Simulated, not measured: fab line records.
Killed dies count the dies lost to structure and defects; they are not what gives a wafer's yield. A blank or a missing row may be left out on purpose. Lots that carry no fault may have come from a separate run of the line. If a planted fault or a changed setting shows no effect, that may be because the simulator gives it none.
Which tool did it?	flow berkeley-cmos170	Sampling: 15 lots, 45 wafers, 4 of 331 route steps

== WHAT THE GAUGES SHOWED, per wafer ==
UCB170_START_BOW_MEAS_00. Usual: INCOMING_BOW gives 0 um (standard deviation 6.3).
lot	measured	on	INCOMING_BOW (um)	flag
L244	day 1 20:00	film-metro-02	-2 -2 2	
L245	day 2 01:00	film-metro-03	3 -9 2	
L246	day 2 06:00	film-metro-02	-5 1 2	
L247	day 2 11:00	film-metro-02	0 -6 5	
L248	day 2 16:00	film-metro-04	8 7 -11	
L249	day 2 21:00	film-metro-03	-4 -11 -11	
L250	day 3 02:01	film-metro-03	-1 12 0	
L252	day 3 12:02	film-metro-02	5 -5 4	
L253	day 3 17:01	film-metro-04	0 -2 0	
L257	day 4 13:01	film-metro-04	0 -4 3	
L258	day 4 18:02	film-metro-02	-2 -2 6	
L260	day 5 04:00	film-metro-04	-1 -8 -13	
L261	day 5 09:02	film-metro-03	-8 12 0	
L263	day 5 19:02	film-metro-02	-7 -13 -2	
L264	day 6 00:00	film-metro-04	-6 -4 2	

UCB170_PSD_OVL_MEAS_07. Usual: PSD_OVL gives -1 nm (standard deviation 5.5).
lot	measured	on	PSD_OVL (nm)	flag
L244	day 8 09:04	overlay-01	-4 -8 -6	
L245	day 8 09:13	overlay-02	-2 -5 -3	
L246	day 8 09:29	overlay-02	2 -5 0	
L247	day 8 09:16	overlay-01	-6 -7 -11	
L248	day 9 05:56	overlay-02	-166 -164 -162	OFF
L249	day 9 06:22	overlay-01	2 7 5	
L250	day 9 13:09	overlay-02	-8 1 -5	
L252	day 9 13:19	overlay-01	-165 -163 -159	OFF
L253	day 10 11:19	overlay-01	-161 -162 -160	OFF
L257	day 10 17:15	overlay-02	-12 0 -1	
L258	day 10 17:48	overlay-02	6 4 -2	
L260	day 11 09:16	overlay-01	9 4 12	
L261	day 11 21:20	overlay-02	8 1 2	
L263	day 11 20:47	overlay-01	4 4 3	
L264	day 11 20:30	overlay-02	-6 1 1	

UCB170_SDANNEAL_RS_MEAS_04: uses a four-point probe to measure. Usual: PLDD_RS gives 1030.1 ohm/sq (standard deviation 2.7).
lot	measured	on	PLDD_RS (ohm/sq)	flag
L244	day 8 12:41	film-metro-03	1030.6 1031.8 1031.4	
L245	day 8 13:07	film-metro-02	1028.1 1028.6 1025.2	
L246	day 8 13:14	film-metro-03	1033.8 1033.8 1034.0	
L247	day 8 12:56	film-metro-04	1031.1 1030.7 1031.5	
L248	day 9 09:24	film-metro-03	1037.1 1033.6 1035.2	
L249	day 9 09:52	film-metro-02	1030.0 1025.8 1029.1	
L250	day 9 16:19	film-metro-03	1032.7 1031.8 1034.3	
L252	day 9 17:19	film-metro-02	1025.6 1031.9 1029.8	
L253	day 10 14:53	film-metro-04	1027.4 1029.9 1026.7	
L257	day 10 21:36	film-metro-03	1032.7 1030.6 1030.3	
L258	day 10 21:48	film-metro-04	1023.1 1024.6 1022.3	
L260	day 11 14:07	film-metro-02	1029.1 1031.4 1027.5	
L261	day 12 01:25	film-metro-02	1031.2 1030.7 1029.8	
L263	day 12 01:33	film-metro-03	1029.2 1030.7 1032.1	
L264	day 12 00:39	film-metro-02	1027.0 1029.4 1031.7	

== TOOL THAT RAN EACH LOT (tool first, then ch and the chambers of the sampled wafers, then the start) ==
lot	UCB170_PSD_EXPOSE_03
L244	krf-scanner-01 ch 0, day 8 08:30
L245	krf-scanner-01 ch 0, day 8 08:37
L246	krf-scanner-02 ch 0, day 8 08:58
L247	krf-scanner-01 ch 0, day 8 08:44
L248	krf-scanner-01 ch 0, day 9 04:55
L249	krf-scanner-02 ch 0, day 9 05:13
L250	krf-scanner-02 ch 0, day 9 12:08
L252	krf-scanner-01 ch 0, day 9 12:23
L253	krf-scanner-01 ch 0, day 10 10:49
L257	krf-scanner-02 ch 0, day 10 16:20
L258	krf-scanner-02 ch 0, day 10 16:36
L260	krf-scanner-02 ch 0, day 11 08:43
L261	krf-scanner-02 ch 0, day 11 20:27
L263	krf-scanner-02 ch 0, day 11 19:53
L264	krf-scanner-02 ch 0, day 11 19:35
- UCB170_PSD_EXPOSE_03: exposes mask PSELECT MOD, target cd 1200 nm.

== AS READ BY THE TOOLS THEMSELVES (means over the sampled wafers that have a number; for cases with no such wafer, the mark the record gives instead) ==
The record holds no such reading with a usual standard deviation.

== THE ANSWER, worked out from the rows above alone ==
Rule: lot off if the mean of its wafers having a number is beyond 3 standard deviations from the usual mean. A lot without any number at a reading at which 4 lots or more have one is off too. Where the step has rows for the other lots, those lots are counted as sound. First the gauges in route order, then the tools' own readings, where a lot's mean is used as printed above. The first step at which some lot is off is used, and at that step the reading that is off furthest; a lot without a number counts as furthest.
Off: L248, L252, L253, seen at UCB170_PSD_OVL_MEAS_07 (PSD_OVL).
If a tool, at a process step before that reading, ran all the lots that are off and no sound lot after the first of them, it fits. The gauges at UCB170_PSD_OVL_MEAS_07 are tried like those tools. One fits: krf-scanner-01 at UCB170_PSD_EXPOSE_03. Its last sound lot is L247 (day 8 08:44), its first lot that is off L248 (day 9 04:55): a fault that began between those two fits.

== WHAT WAS PUT IN BY THE SIMULATOR ==
Scanner matching overlay: krf-scanner-01, from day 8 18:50 on, at UCB170_PSD_EXPOSE_03. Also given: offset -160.
Struck lots among those shown: L248, L252, L253. Same finding as the rule above.
